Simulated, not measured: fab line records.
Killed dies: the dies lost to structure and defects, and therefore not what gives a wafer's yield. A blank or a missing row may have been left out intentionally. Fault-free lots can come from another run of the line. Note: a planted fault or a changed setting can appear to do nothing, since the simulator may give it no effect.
Split-lot study | flow berkeleyCmos170 | 5 lots, 23 wafers read, on a route of 331 steps

SPLIT DETAILS
At UCB170_PSD_IMPLANT_08, the setting doseCm2 was moved away from the recipe's 3e+15 on 6 of the 23 wafers read, by -2.9% to +7.4%. This setting was run at the recipe's value on the other wafers.

FROM THE SPLIT TO THE READING: what the file shows between them, 4 steps
- UCB170_PSD_STRIP_09: strips in O2
- UCB170_PSD_TW_MEAS_10
- UCB170_SDANNEAL_RTA_00: time 10 s (also split here: timeS)
- UCB170_SDANNEAL_RTA_01: time 5 s

THE READING
Measured at UCB170_SDANNEAL_RS_MEAS_02 by four-point probe: PSD_RS, in ohm/sq. Fault-free wafers of this fab line usually give 75.60 ohm/sq, standard deviation 0.25 ohm/sq.

wafer  | tool, chamber at the split | doseCm2 as run | against the recipe | PSD_RS, ohm/sq | against lot-mates on the recipe
L074.1 | implanter-04, 0            | 3e+15          | recipe             | 75.57          | -
L074.2 | implanter-04, 0            | 3e+15          | recipe             | 75.80          | -
L074.3 | implanter-04, 0            | 3e+15          | recipe             | 75.70          | -
L074.4 | implanter-04, 0            | 3e+15          | recipe             | 75.74          | -
L074.6 | implanter-04, 0            | 3e+15          | recipe             | 75.67          | -
L076.1 | implanter-04, 0            | 3e+15          | recipe             | 75.63          | -
L076.3 | implanter-04, 0            | 3e+15          | recipe             | 75.73          | -
L076.4 | implanter-04, 0            | 3e+15          | recipe             | 75.67          | -
L076.5 | implanter-04, 0            | 3e+15          | recipe             | 75.34          | -
L076.6 | implanter-04, 0            | 3e+15          | recipe             | 75.51          | -
L079.1 | implanter-04, 0            | 2.912e+15      | -2.9%              | 77.02          | +1.84
L079.2 | implanter-04, 0            | 2.912e+15      | -2.9%              | 77.00          | +1.82
L079.3 | implanter-04, 0            | 3e+15          | recipe             | 75.15          | -
L079.4 | implanter-04, 0            | 2.912e+15      | -2.9%              | 76.83          | +1.65
L079.6 | implanter-04, 0            | 3e+15          | recipe             | 75.21          | -
L081.1 | implanter-02, 0            | 3.223e+15      | +7.4%              | 71.65          | -3.95
L081.3 | implanter-02, 0            | 3e+15          | recipe             | 75.51          | -
L081.4 | implanter-02, 0            | 3e+15          | recipe             | 75.69          | -
L081.5 | implanter-02, 0            | 3.223e+15      | +7.4%              | 71.59          | -4.01
L081.6 | implanter-02, 0            | 3.223e+15      | +7.4%              | 71.66          | -3.94
L083.1 | implanter-02, 0            | 3e+15          | recipe             | 75.20          | -
L083.2 | implanter-02, 0            | 3e+15          | recipe             | 75.13          | -
L083.3 | implanter-02, 0            | 3e+15          | recipe             | 75.16          | -

THE FIT
A straight line over all 23 wafers: PSD_RS changes by -0.516 ohm/sq for each +1% of doseCm2; r = -0.99; the points scatter about the line by 0.21 ohm/sq.
The same after taking each lot's own level away (the mean of its wafers on the recipe; 23 wafers): -0.545 ohm/sq for each +1%; r = -1.00; scatter 0.11 ohm/sq.
The reading moves by 4.1 ohm/sq for the largest change in doseCm2, on that fit.
From 75.163 to 75.696 ohm/sq: that is the span of the lots' own levels, equal to 2.1 times the standard deviation above.
The two slopes agree, so the slope changes little with the lot-to-lot level.
Check: with one of the wafers moved furthest among these (+7.4%) left out of the fit, the line predicts -4.05 ohm/sq for it against its lot-mates. Against them it came out at -3.95 ohm/sq.

THESE WAFERS: OTHER SPLITS
Before the reading, these wafers also passed through other splits. Each is held against what the fit with the lots' levels taken away leaves over:
other split on the same wafers | wafers away from the commonest value | r with PSD_RS (lot level and that fit taken away)
UCB170_SDANNEAL_RTA_00 timeS   | 12                                   | +0.01

THE WHOLE CHAIN: every reading that the file lists as answering this split, in the file's order
step                       | what it does                 | reading              | change (the file's fit)              | r (the file's)
UCB170_PSD_STRIP_09        | strips in O2                 | stripTimeToEndpointS | withheld for each +1% of the setting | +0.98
UCB170_PSD_TW_MEAS_10      |                              | PSD_TW               | +7.12 for each +1% of the setting    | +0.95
UCB170_SDANNEAL_RS_MEAS_02 | measures by four-point-probe | PSD_RS               | -0.543 for each +1% of the setting   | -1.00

THE FILE'S OWN FIT
PSD_RS changes by -0.543 ohm/sq for each +1% of doseCm2, r = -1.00.
